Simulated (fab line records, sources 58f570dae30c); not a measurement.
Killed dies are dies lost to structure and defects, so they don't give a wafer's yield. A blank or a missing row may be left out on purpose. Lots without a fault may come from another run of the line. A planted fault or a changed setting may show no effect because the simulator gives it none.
Split-lot experiment | flow berkeley_cmos170 | 5 lots, 23 wafers read, on a route of 331 steps

THE SPLIT
At UCB170_M1_SPUTTER_00 (material Al, target thk 600 nm, time 80 s), the setting time_s was moved away from the recipe's 80 s on 9 of the 23 wafers read, by -6.2% to +12.1%. The other wafers ran this setting at the recipe's value.

FROM THE SPLIT TO THE READING: what the file shows between them, 5 steps
- UCB170_M1_RS_MEAS_01: measures by four-point-probe
- UCB170_M1_THK_MEAS_02: measures by xrf
- UCB170_M1_COAT_03
- UCB170_M1_COAT_04: resist thk 900 nm
- UCB170_M1_ETCH_11: etches BARC in N2/H2

THE READING
oes_product_au, in a.u., at UCB170_M1_METAL_ETCH_12 (etches Al in Cl2/BCl3, stops on PSG, target depth 780 nm, time 130 s). Fault-free wafers of this fab line usually give 0.862 a.u., standard deviation 0.013 a.u..

wafer  | tool, chamber at the split | time_s as run, s | against the recipe | oes_product_au, a.u. | against lot-mates on the recipe
L075.1 | pvd_sputter-02, -          | 80               | recipe             | 0.857                | -
L075.2 | pvd_sputter-02, -          | 75.04            | -6.2%              | 0.860                | -0.010
L075.3 | pvd_sputter-02, -          | 80               | recipe             | 0.865                | -
L075.4 | pvd_sputter-02, -          | 75.04            | -6.2%              | 0.850                | -0.020
L075.6 | pvd_sputter-02, -          | 80               | recipe             | 0.888                | -
L076.2 | pvd_sputter-02, -          | 80               | recipe             | 0.867                | -
L076.3 | pvd_sputter-02, -          | 83.85            | +4.8%              | 0.884                | +0.017
L076.4 | pvd_sputter-02, -          | 80               | recipe             | 0.870                | -
L076.5 | pvd_sputter-02, -          | 83.85            | +4.8%              | 0.885                | +0.018
L076.6 | pvd_sputter-02, -          | 80               | recipe             | 0.863                | -
L078.2 | pvd_sputter-01, -          | 89.68            | +12.1%             | 0.914                | +0.052
L078.3 | pvd_sputter-01, -          | 80               | recipe             | 0.868                | -
L078.4 | pvd_sputter-01, -          | 80               | recipe             | 0.856                | -
L078.5 | pvd_sputter-01, -          | 89.68            | +12.1%             | 0.921                | +0.059
L078.6 | pvd_sputter-01, -          | 89.68            | +12.1%             | 0.911                | +0.049
L081.1 | pvd_sputter-01, -          | 80               | recipe             | 0.848                | -
L081.3 | pvd_sputter-01, -          | 80               | recipe             | 0.848                | -
L081.4 | pvd_sputter-01, -          | 80               | recipe             | 0.869                | -
L084.1 | pvd_sputter-01, -          | 80               | recipe             | 0.883                | -
L084.2 | pvd_sputter-01, -          | 80               | recipe             | 0.844                | -
L084.3 | pvd_sputter-01, -          | 88.28            | +10.3%             | 0.917                | +0.056
L084.5 | pvd_sputter-01, -          | 80               | recipe             | 0.857                | -
L084.6 | pvd_sputter-01, -          | 88.28            | +10.3%             | 0.923                | +0.062

THE FIT
A straight line over all 23 wafers: oes_product_au changes by +0.00413 a.u. for each +1% of time_s; r = +0.89; the points scatter about the line by 0.012 a.u..
The same after taking each lot's own level away (the mean of its wafers on the recipe; 23 wafers): +0.00438 a.u. for each +1%; r = +0.92; scatter 0.011 a.u..
On that fit, the largest move of time_s shifts the reading by 0.053 a.u..
The lots' own levels span 0.8550 to 0.8700 a.u., that is 1.2 times the standard deviation above.
So the lot-to-lot level changes the slope little: the two slopes agree.
Check: with one of the wafers moved furthest among these (+12.1%) left out of the fit, the line predicts +0.0557 a.u. for it against its lot-mates. It came out at +0.052 a.u. against them.

OTHER SPLITS ON THESE WAFERS
These wafers also went through other splits before the reading. Each is held against what the fit with the lots' levels taken away leaves over:
other split on the same wafers   | wafers away from the commonest value | r with oes_product_au (lot level and that fit taken away)
UCB170_SPACER_CVD_00 time_s      | 7                                    | -0.25
UCB170_PSD_PEB_04 peb_temp_c     | 10                                   | +0.09
UCB170_NSD_COAT_01 resist_thk_nm | 8                                    | -0.15
UCB170_BACKSIDE_STRIP_03 power_w | 11                                   | +0.18

THE WHOLE CHAIN: every reading that the file lists as answering this split, in the file's order
step                    | what it does                                                         | reading                                                                     | change (the file's fit)                   | r (the file's)
UCB170_M1_SPUTTER_00    | material Al, target thk 600 nm, time 80 s                            | Al_of_M1_SPUTTER_00.thk_nm (the simulator's own value, which no gauge read) | +5.8 nm for each +1% of the setting       | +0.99
UCB170_M1_RS_MEAS_01    | measures by four-point-probe                                         | M1_AL_RS                                                                    | -0.000435 for each +1% of the setting     | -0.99
UCB170_M1_THK_MEAS_02   | measures by xrf                                                      | M1_AL_THK                                                                   | +5.65 for each +1% of the setting         | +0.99
UCB170_M1_METAL_ETCH_12 | etches Al in Cl2/BCl3, stops on PSG, target depth 780 nm, time 130 s | oes_product_au                                                              | +0.00455 a.u. for each +1% of the setting | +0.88

THE FILE'S OWN FIT
oes_product_au changes by +0.00455 a.u. for each +1% of time_s, r = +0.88.
